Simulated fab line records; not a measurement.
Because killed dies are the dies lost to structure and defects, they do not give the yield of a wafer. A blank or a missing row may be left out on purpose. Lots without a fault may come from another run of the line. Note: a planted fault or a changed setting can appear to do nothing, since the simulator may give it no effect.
Split-lot experiment -- flow berkeleyCmos170 -- 23 wafers read from 5 lots, route of 331 steps

## SPLIT DETAILS
At UCB170_START_OXIDATION_02 (target thk 20 nm, ox time 1800 s), the setting oxTimeS was moved away from the recipe's 1800 s on 20 of the 23 wafers read, by -14.8% to +10.4%. The other wafers ran this setting at the recipe's value.

There is no step in the file separating the split from the reading.

## THE READING
Values of START_OXIDE_THK in nm from UCB170_START_THK_MEAS_03. A value of 20.0 nm with a standard deviation of 0.32 nm is what fault-free wafers of this fab line usually give.

wafer,"tool, chamber at the split","oxTimeS as run, s",against the recipe,"START_OXIDE_THK, nm",against lot-mates on the recipe
L078.1,"-, -",1534,-14.8%,18.2,no lot-mate on the recipe
L078.2,"-, -",1534,-14.8%,18.2,no lot-mate on the recipe
L078.4,"-, -",1534,-14.8%,18.1,no lot-mate on the recipe
L078.5,"-, -",1534,-14.8%,17.9,no lot-mate on the recipe
L078.6,"-, -",1534,-14.8%,18.2,no lot-mate on the recipe
L080.1,"-, -",1927,+7.1%,20.9,no lot-mate on the recipe
L080.2,"-, -",1927,+7.1%,21.1,no lot-mate on the recipe
L080.4,"-, -",1927,+7.1%,20.7,no lot-mate on the recipe
L080.5,"-, -",1927,+7.1%,21.1,no lot-mate on the recipe
L080.6,"-, -",1927,+7.1%,20.9,no lot-mate on the recipe
L082.1,"-, -",1594,-11.4%,18.6,no lot-mate on the recipe
L082.2,"-, -",1594,-11.4%,18.4,no lot-mate on the recipe
L082.3,"-, -",1594,-11.4%,18.7,no lot-mate on the recipe
L082.4,"-, -",1594,-11.4%,18.6,no lot-mate on the recipe
L082.6,"-, -",1594,-11.4%,18.5,no lot-mate on the recipe
L083.1,"-, -",1987,+10.4%,21.4,no lot-mate on the recipe
L083.2,"-, -",1987,+10.4%,21.2,no lot-mate on the recipe
L083.3,"-, -",1987,+10.4%,21.7,no lot-mate on the recipe
L083.4,"-, -",1987,+10.4%,21.4,no lot-mate on the recipe
L083.5,"-, -",1987,+10.4%,21.2,no lot-mate on the recipe
L085.1,"furnace-04, 0",1800,recipe,19.3,-
L085.3,"furnace-04, 0",1800,recipe,19.7,-
L085.5,"furnace-04, 0",1800,recipe,19.5,-

FIT RESULTS
A straight line over all 23 wafers: START_OXIDE_THK changes by +0.128 nm for each +1% of oxTimeS; r = +0.99; the points scatter about the line by 0.24 nm.
Too few moved wafers with a lot-mate on the recipe to fit a line net of each lot's own level.

## THE WHOLE CHAIN: every reading that the file lists as answering this split, in the file's order
step,what it does,reading,change (the file's fit),r (the file's)
UCB170_START_OXIDATION_02,"target thk 20 nm, ox time 1800 s","SiO2_of_START_OXIDATION_02.thkNm (the simulator's own value, which no gauge read)",+0.128 nm for each +1% of the setting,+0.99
UCB170_START_THK_MEAS_03,,START_OXIDE_THK,+0.128 for each +1% of the setting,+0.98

## THE FILE'S OWN FIT
START_OXIDE_THK changes by +0.128 nm for each +1% of oxTimeS, r = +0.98.
